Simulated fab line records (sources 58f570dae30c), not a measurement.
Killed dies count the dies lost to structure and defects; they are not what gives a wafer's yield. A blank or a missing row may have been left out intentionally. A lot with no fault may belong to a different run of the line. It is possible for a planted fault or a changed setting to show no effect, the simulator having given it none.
Which tool did it? :: flow berkeley cmos170 :: 39 wafers from 13 lots sampled at 2 of the route's 331 steps

WHAT EACH GAUGE READ, for each wafer
UCB170_SPACER_THK_MEAS_01.
lot: L887
measured: day 7 02:23
on: film metro-04
SPACER_TEOS_THK (nm): 381 380 380

lot: L890
measured: day 7 18:11
on: film metro-04
SPACER_TEOS_THK (nm): 385 381 379

lot: L891
measured: day 7 18:30
on: film metro-02
SPACER_TEOS_THK (nm): 375 374 380

lot: L889
measured: day 7 19:02
on: film metro-04
SPACER_TEOS_THK (nm): 375 379 385

lot: L886
measured: day 7 19:38
on: film metro-02
SPACER_TEOS_THK (nm): 369 377 378

lot: L888
measured: day 7 19:37
on: film metro-04
SPACER_TEOS_THK (nm): 377 383 377

lot: L895
measured: day 8 22:36
on: film metro-02
SPACER_TEOS_THK (nm): 371 379 375

lot: L894
measured: day 8 22:58
on: film metro-04
SPACER_TEOS_THK (nm): 370 381 385

lot: L900
measured: day 10 07:42
on: film metro-04
SPACER_TEOS_THK (nm): 387 397 394

lot: L903
measured: day 11 06:19
on: film metro-02
SPACER_TEOS_THK (nm): 373 368 373

lot: L907
measured: day 11 13:28
on: film metro-04
SPACER_TEOS_THK (nm): 378 377 381

lot: L909
measured: day 12 04:20
on: film metro-01
SPACER_TEOS_THK (nm): 372 370 380

lot: L908
measured: day 12 05:29
on: film metro-01
SPACER_TEOS_THK (nm): 378 377 375

EACH LOT AND THE TOOL THAT RAN IT (in order: tool; ch and the chambers of the sampled wafers; start)
lot: L887
UCB170_SPACER_CVD_00: pecvd-03 ch 0,1,2, day 7 02:20

lot: L890
UCB170_SPACER_CVD_00: pecvd-02 ch 0,1,2, day 7 18:09

lot: L891
UCB170_SPACER_CVD_00: pecvd-03 ch 0,2, day 7 18:26

lot: L889
UCB170_SPACER_CVD_00: pecvd-04 ch 1,2, day 7 18:59

lot: L886
UCB170_SPACER_CVD_00: pecvd-03 ch 0,1, day 7 19:35

lot: L888
UCB170_SPACER_CVD_00: pecvd-02 ch 0,2, day 7 19:35

lot: L895
UCB170_SPACER_CVD_00: pecvd-03 ch 1,2, day 8 22:34

lot: L894
UCB170_SPACER_CVD_00: pecvd-04 ch 0,1,2, day 8 22:55

lot: L900
UCB170_SPACER_CVD_00: pecvd-04 ch 0,2, day 10 07:38

lot: L903
UCB170_SPACER_CVD_00: pecvd-03 ch 0,1,2, day 11 06:17

lot: L907
UCB170_SPACER_CVD_00: pecvd-03 ch 1,2, day 11 13:25

lot: L909
UCB170_SPACER_CVD_00: pecvd-03 ch 0,2, day 12 04:17

lot: L908
UCB170_SPACER_CVD_00: pecvd-02 ch 0,1,2, day 12 05:25
- UCB170_SPACER_CVD_00: deposits SiO2 from TEOS/O2, target thk 376 nm, time 47 s.

WHAT THE TOOLS THEMSELVES READ (means of the sampled wafers that have a number; where no wafer has one, the mark that the record gives instead)
UCB170_SPACER_CVD_00.
lot: L887
tool: pecvd-03
heater power w (W): 326
susceptor temp C (C): 390.17

lot: L890
tool: pecvd-02
heater power w (W): 244
susceptor temp C (C): 389.89

lot: L891
tool: pecvd-03
heater power w (W): 226
susceptor temp C (C): 390.15

lot: L889
tool: pecvd-04
heater power w (W): 236
susceptor temp C (C): 389.78

lot: L886
tool: pecvd-03
heater power w (W): 348
susceptor temp C (C): 389.88

lot: L888
tool: pecvd-02
heater power w (W): 256
susceptor temp C (C): 389.84

lot: L895
tool: pecvd-03
heater power w (W): 378
susceptor temp C (C): 390.04

lot: L894
tool: pecvd-04
heater power w (W): 253
susceptor temp C (C): 390.03

lot: L900
tool: pecvd-04
heater power w (W): 298
susceptor temp C (C): 389.97

lot: L903
tool: pecvd-03
heater power w (W): 292
susceptor temp C (C): 390.10

lot: L907
tool: pecvd-03
heater power w (W): 338
susceptor temp C (C): 389.93

lot: L909
tool: pecvd-03
heater power w (W): 256
susceptor temp C (C): 389.77

lot: L908
tool: pecvd-02
heater power w (W): 273
susceptor temp C (C): 389.96

THE ANSWER, worked out from the rows above alone
Rule: the usual values come from the lots themselves. Put in order of their means at a reading, lots are off if they are a third of the lots or fewer, leave a main group of 4 or more, and stand apart from it by a gap of 3 or more times the standard deviation of the main group's means; of several such gaps the widest counts. A main group whose means are all the same, to the digits that the tables above print for the reading, isn't used. A lot without any number at a reading at which 4 lots or more have one is off too. Where the step has rows for the other lots, those lots are counted as sound. The gauges are gone through in route order, then the tools' own readings, and for those a lot's mean is taken as printed above. At the first step where some lot is off, the reading lying furthest off is the one used; lots without a number count as furthest.
Off: L900, at UCB170_SPACER_THK_MEAS_01 (SPACER_TEOS_THK). Main group: mean 377 nm, sd 2.9.
If a tool, at a process step before that reading, ran all the lots that are off and no sound lot after the first of them, it fits. Gauges at UCB170_SPACER_THK_MEAS_01: tried the same way as those tools. One fits: UCB170_SPACER_CVD_00 on pecvd-04. A fault onset in the window from L894 (day 8 22:55, its last sound lot) to L900 (day 10 07:38, its first lot off) fits.

WHAT THE SIMULATOR HAD PUT IN
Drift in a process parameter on pecvd-04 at UCB170_SPACER_CVD_00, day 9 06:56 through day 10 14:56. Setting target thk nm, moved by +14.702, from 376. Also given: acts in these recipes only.
Struck lots among those shown: L900. Same finding as the rule above.
